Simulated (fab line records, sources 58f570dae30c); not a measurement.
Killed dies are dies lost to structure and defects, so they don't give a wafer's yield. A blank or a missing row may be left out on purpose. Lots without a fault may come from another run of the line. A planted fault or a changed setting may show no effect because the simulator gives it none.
Which tool did it? | flow berkeley_cmos170 | 13 lots, 39 wafers sampled, at 3 steps of a route of 331

WHAT THE GAUGES READ, wafer by wafer
UCB170_PWELL_THK_MEAS_03.
lot  | measured    | on            | PWELL_OXIDE_THK (nm)
L517 | day 2 17:21 | film_metro-04 | 26.6 26.6 26.5
L519 | day 3 00:23 | film_metro-04 | 25.9 26.2 26.5
L518 | day 3 00:24 | film_metro-01 | 26.0 26.3 26.4
L524 | day 3 23:13 | film_metro-01 | 26.6 26.9 27.2
L523 | day 3 23:14 | film_metro-04 | 26.9 26.8 26.6
L525 | day 4 15:47 | film_metro-04 | 26.0 26.0 26.1
L528 | day 5 03:13 | film_metro-04 | 27.5 27.5 27.3
L530 | day 5 12:57 | film_metro-01 | 26.5 25.6 25.7
L532 | day 5 20:39 | film_metro-03 | 26.6 26.4 26.3
L533 | day 5 20:39 | film_metro-01 | 25.9 26.6 26.1
L537 | day 6 21:13 | film_metro-04 | 25.5 25.5 25.4
L538 | day 7 02:44 | film_metro-04 | 27.1 27.1 27.1
L540 | day 7 12:42 | film_metro-03 | 26.2 26.2 26.3

UCB170_NVT_OVL_MEAS_06.
lot  | measured     | on         | NVT_OVL (nm)
L517 | day 5 14:09  | overlay-02 | -5 2 -8
L519 | day 5 14:30  | overlay-02 | -14 3 -8
L518 | day 5 14:14  | overlay-01 | -8 -2 -11
L524 | day 6 17:41  | overlay-01 | -1 -2 4
L523 | day 6 17:34  | overlay-02 | -4 -7 6
L525 | day 7 09:30  | overlay-02 | -1 -7 -9
L528 | day 7 16:11  | overlay-01 | 1 -2 9
L530 | day 8 10:18  | overlay-02 | 3 0 2
L532 | day 8 15:44  | overlay-02 | 2 5 4
L533 | day 8 22:21  | overlay-01 | -17 -11 4
L537 | day 9 20:02  | overlay-02 | -5 6 -2
L538 | day 9 20:11  | overlay-02 | -6 0 4
L540 | day 10 02:42 | overlay-02 | -6 -6 -11

UCB170_PVT_TW_MEAS_09.
lot  | measured     | on            | PVT_TW
L517 | day 5 18:13  | film_metro-01 | 505.4 506.5 506.5
L519 | day 5 18:12  | film_metro-03 | 501.9 504.3 505.2
L518 | day 5 17:56  | film_metro-04 | 504.5 504.1 503.6
L524 | day 6 19:58  | film_metro-04 | 507.9 508.7 509.0
L523 | day 6 20:16  | film_metro-01 | 503.0 503.9 499.4
L525 | day 7 11:14  | film_metro-01 | 502.0 501.4 503.8
L528 | day 7 19:55  | film_metro-03 | 507.1 508.9 507.4
L530 | day 8 12:38  | film_metro-01 | 502.0 500.4 503.5
L532 | day 8 17:54  | film_metro-03 | 503.6 505.4 501.4
L533 | day 9 00:38  | film_metro-01 | 507.1 504.9 503.7
L537 | day 9 23:23  | film_metro-04 | 508.1 507.6 505.2
L538 | day 9 23:29  | film_metro-01 | 502.6 504.4 504.0
L540 | day 10 04:40 | film_metro-03 | 500.2 505.7 502.8

WHICH TOOL RAN EACH LOT (tool, then ch and the chambers of the sampled wafers, then the start)
The record holds no process step before these readings.

WHAT THE TOOLS THEMSELVES READ (means of the sampled wafers that have a number; where no wafer has one, the mark that the record gives instead)
The record holds no such reading with a usual standard deviation.

THE ANSWER, worked out from the rows above alone
Rule: what is usual is taken from the lots themselves. Put in order of their means at a reading, lots are off if they are a third of the lots or fewer, leave a main group of 4 or more, and stand apart from it by a gap of 3 or more times the standard deviation of the main group's means; of several such gaps the widest counts. A main group whose means are all the same, to the digits that the tables above print for the reading, isn't used. A lot without any number at a reading at which 4 lots or more have one is off too. The other lots that the step has rows for count as sound. The gauges are gone through in route order, then the tools' own readings, and for those a lot's mean is taken as printed above. The first step at which some lot is off is used, and at that step the reading that is off furthest; a lot without a number counts as furthest.
No lot is off at any reading shown: from this, nothing can be told.

WHAT THE SIMULATOR HAD PUT IN
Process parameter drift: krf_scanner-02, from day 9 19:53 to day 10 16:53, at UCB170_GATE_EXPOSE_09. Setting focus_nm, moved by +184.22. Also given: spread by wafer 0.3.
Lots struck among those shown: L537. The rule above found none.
